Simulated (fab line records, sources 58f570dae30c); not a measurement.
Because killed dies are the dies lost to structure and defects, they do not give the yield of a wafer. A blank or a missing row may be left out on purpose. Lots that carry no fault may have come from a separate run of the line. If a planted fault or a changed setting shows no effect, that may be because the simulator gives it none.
8D (eight disciplines) problem report, filled in by code :: flow berkeley cmos170 :: the parts of the form that need people (team, actions taken, sign-off) are left out

== 1. THE PROBLEM ==
V2_TEOS_THK at UCB170_V2_THK_MEAS_01 reads a mean of 2204 nm on 6 wafers of 2 lots; wafers without a fault read 1999 nm with a standard deviation of 23. That puts it +8.9 standard deviations away from the usual mean.
The first sign was on wafer L888.2 at day 11 22:31, on film metro-02. The record has a number at this step for 42 wafers belonging to 14 lots. Rule for "out", or "out of limits": more than 4 standard deviations from the usual mean. All remaining wafers that have a number are taken as sound.

== 2. WHAT IT IS; WHAT IT IS NOT ==
question: which readings at this step
is: V2_TEOS_THK
is not: -

question: which lots
is: L885, L888
is not: L869, L871, L873, L874, L875, L877, L878, L881, L884, L886, L887, L892

question: which wafers of those lots
is: all that have a number
is not: -

question: read on which gauges
is: film metro-02, film metro-04
is not: film metro-01

question: when
is: from day 11 22:31
is not: up to then (27 sound wafers); but 9 sound wafers of L886, L887, L892 came after

== 3. THE SUSPECTS, EACH WITH WHAT RULES IT OUT ==
Counting: a tool at any process step up to the reading remains a suspect when it ran all the lots that are out and ran no sound lot after the first of those.
- the gauge at UCB170_V2_THK_MEAS_01 has been ruled out. The wafers that are out were read on 2 gauges (film metro-02, film metro-04).
- pecvd-01 at UCB170_V2_CVD_00 (deposits SiO2 from TEOS/O2, target thk 2000 nm, time 250 s): kept. It ran every lot that is out, first L888 (day 11 22:22), and no sound lot after that; its last sound lot up to then is L881 (day 11 05:38). Its own rf fwd power W readings are out on those wafers.
Left after counting: pecvd-01 at UCB170_V2_CVD_00.

== 4. THE CAUSE (what the simulator had put in) ==
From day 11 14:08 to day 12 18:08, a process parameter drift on pecvd-01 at UCB170_V2_CVD_00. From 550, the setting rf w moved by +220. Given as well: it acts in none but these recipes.
This tool alone remained once counting was done.

== 5. THE EFFECT CHAIN, in route order ==
Each row: a reading where the mean over the struck wafers with a number is more than 3 standard deviations away from the usual. Only readings whose record carries a usual standard deviation are examined. hours: median over the lots of the time between each lot's start at the first step of this table that gives one and its start at this step. sigmas: the change, counted in usual standard deviations.
hours: 0
step: UCB170_V2_CVD_00
reading: rf fwd power W
usual: 548.4 W
on struck wafers: 768.2
change: +219.8
sigmas: +99 or more

hours: 0
step: UCB170_V2_THK_MEAS_01
reading: V2_TEOS_THK
usual: 1999 nm
on struck wafers: 2204
change: +205
sigmas: +8.9
It contains these process steps:
- UCB170_V2_CVD_00: deposits SiO2 from TEOS/O2, target thk 2000 nm, time 250 s.

== 6. WHAT WOULD HAVE CAUGHT IT SOONER ==
In this record the first reading out of limits at a measuring or inspecting step was taken at day 11 22:31, 8 hours after the fault began at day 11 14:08.
At UCB170_V2_CVD_00, the tool's own readings (rf fwd power W) were out on each struck wafer the step has a row for, so an alarm limit on them would have fired on the first such wafer.
Of the lots that are out (2), L885 began UCB170_V2_CVD_00 on pecvd-01 after day 11 22:31. It would have been spared by a hold on the tool at that moment.
